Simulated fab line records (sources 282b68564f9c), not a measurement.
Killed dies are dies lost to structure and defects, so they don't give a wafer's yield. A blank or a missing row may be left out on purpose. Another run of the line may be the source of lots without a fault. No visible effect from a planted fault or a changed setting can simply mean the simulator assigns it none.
Tool commonality check :: flow rit_cmos :: 14 lots, 42 wafers sampled

## WHY THIS WAS OPENED
Of 14 lots, 2 have the reading FOX2_OXIDE_THK flagged at RIT_FOX2_THK_MEAS_01. Wafers without a fault read 352 nm, standard deviation 7.3.
Rule: a lot gets a flag if all its wafers with a number sit over 4 standard deviations from that mean, or if no wafer of it has a number. The other lots count as sound.

lot: L729
measured: day 2 03:07
on: film_metro-02
FOX2_OXIDE_THK (nm), wafer by wafer: 336 340 339
flag: 

lot: L730
measured: day 2 05:04
on: film_metro-01
FOX2_OXIDE_THK (nm), wafer by wafer: 363 363 361
flag: 

lot: L732
measured: day 2 12:05
on: film_metro-04
FOX2_OXIDE_THK (nm), wafer by wafer: 341 341 341
flag: 

lot: L733
measured: day 2 22:47
on: film_metro-01
FOX2_OXIDE_THK (nm), wafer by wafer: 344 342 344
flag: 

lot: L737
measured: day 3 11:53
on: film_metro-02
FOX2_OXIDE_THK (nm), wafer by wafer: 363 366 359
flag: 

lot: L739
measured: day 3 20:49
on: film_metro-02
FOX2_OXIDE_THK (nm), wafer by wafer: 408 408 404
flag: FLAGGED

lot: L740
measured: day 4 02:59
on: film_metro-02
FOX2_OXIDE_THK (nm), wafer by wafer: 356 353 354
flag: 

lot: L741
measured: day 4 08:07
on: film_metro-01
FOX2_OXIDE_THK (nm), wafer by wafer: 398 401 406
flag: FLAGGED

lot: L742
measured: day 4 13:08
on: film_metro-02
FOX2_OXIDE_THK (nm), wafer by wafer: 365 362 364
flag: 

lot: L745
measured: day 5 03:52
on: film_metro-02
FOX2_OXIDE_THK (nm), wafer by wafer: 360 352 357
flag: 

lot: L747
measured: day 5 13:05
on: film_metro-01
FOX2_OXIDE_THK (nm), wafer by wafer: 355 350 354
flag: 

lot: L749
measured: day 6 01:11
on: film_metro-02
FOX2_OXIDE_THK (nm), wafer by wafer: 345 340 344
flag: 

lot: L750
measured: day 6 08:58
on: film_metro-02
FOX2_OXIDE_THK (nm), wafer by wafer: 347 344 348
flag: 

lot: L751
measured: day 6 16:22
on: film_metro-02
FOX2_OXIDE_THK (nm), wafer by wafer: 355 351 357
flag: 
On average the flagged lots' numbers are 404 nm, which is +52 nm against the usual, or +7 standard deviations.

## TOOL THAT RAN EACH LOT
The record keeps 1 process step preceding the reading, out of 202 steps on the route. Each cell gives the tool, then ch followed by the chambers the sampled wafers passed through, then the start.
lot: L729
flag: 
RIT_FOX2_OXIDATION_00: furnace-01 ch 0, day 2 01:47

lot: L730
flag: 
RIT_FOX2_OXIDATION_00: furnace-03 ch 0, day 2 03:44

lot: L732
flag: 
RIT_FOX2_OXIDATION_00: furnace-01 ch 0, day 2 10:46

lot: L733
flag: 
RIT_FOX2_OXIDATION_00: furnace-01 ch 0, day 2 21:28

lot: L737
flag: 
RIT_FOX2_OXIDATION_00: furnace-04 ch 0, day 3 10:34

lot: L739
flag: FLAGGED
RIT_FOX2_OXIDATION_00: furnace-04 ch 0, day 3 19:29

lot: L740
flag: 
RIT_FOX2_OXIDATION_00: furnace-03 ch 0, day 4 01:40

lot: L741
flag: FLAGGED
RIT_FOX2_OXIDATION_00: furnace-04 ch 0, day 4 06:47

lot: L742
flag: 
RIT_FOX2_OXIDATION_00: furnace-03 ch 0, day 4 11:48

lot: L745
flag: 
RIT_FOX2_OXIDATION_00: furnace-03 ch 0, day 5 02:32

lot: L747
flag: 
RIT_FOX2_OXIDATION_00: furnace-03 ch 0, day 5 11:46

lot: L749
flag: 
RIT_FOX2_OXIDATION_00: furnace-03 ch 0, day 5 23:52

lot: L750
flag: 
RIT_FOX2_OXIDATION_00: furnace-01 ch 0, day 6 07:40

lot: L751
flag: 
RIT_FOX2_OXIDATION_00: furnace-01 ch 0, day 6 15:01
What the steps here do:
- RIT_FOX2_OXIDATION_00: target thk 350.7 nm, ox time 1130 s.
- RIT_FOX2_THK_MEAS_01

## FLAGGED AGAINST TOTAL, ONE TOOL AT A TIME (gauges that did the reading follow at the end)
step: RIT_FOX2_OXIDATION_00
tool: furnace-01
lots run: 5
flagged: 0
share of the flagged lots: none
sound lots run after its first flagged lot: -

step: RIT_FOX2_OXIDATION_00
tool: furnace-03
lots run: 6
flagged: 0
share of the flagged lots: none
sound lots run after its first flagged lot: -

step: RIT_FOX2_OXIDATION_00
tool: furnace-04
lots run: 3
flagged: 2
share of the flagged lots: all
sound lots run after its first flagged lot: 0

step: RIT_FOX2_THK_MEAS_01
tool: film_metro-01
lots run: 4
flagged: 1
share of the flagged lots: some
sound lots run after its first flagged lot: 1 (L747)

step: RIT_FOX2_THK_MEAS_01
tool: film_metro-02
lots run: 9
flagged: 1
share of the flagged lots: some
sound lots run after its first flagged lot: 6 (L740,L742,L745,L749,L750,L751)

step: RIT_FOX2_THK_MEAS_01
tool: film_metro-04
lots run: 1
flagged: 0
share of the flagged lots: none
sound lots run after its first flagged lot: -

## WHAT THE TABLE ALLOWS
1 row of the table ran every flagged lot: furnace-04 at RIT_FOX2_OXIDATION_00.
- furnace-04 at RIT_FOX2_OXIDATION_00 ran 3 lots, 2 of them flagged. A fault beginning between L737 (day 3 10:34), its last sound lot, and L739 (day 3 19:29), its first flagged one, fits the data. Its own readings lie more than 4 standard deviations out on every wafer of the flagged lots: spike_tc_centre_C, spike_tc_load_C, spike_tc_source_C, tube_center_temp_C, tube_center_temp_C_max, zone_power_source_pct.
Just one tool remains: furnace-04 at RIT_FOX2_OXIDATION_00.

## WHAT THE SIMULATOR HAD INSERTED
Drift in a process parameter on furnace-04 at RIT_FOX2_OXIDATION_00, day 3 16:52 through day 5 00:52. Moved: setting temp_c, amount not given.
Shown lots that were struck: L739, L741. This agrees with what the rule above found.
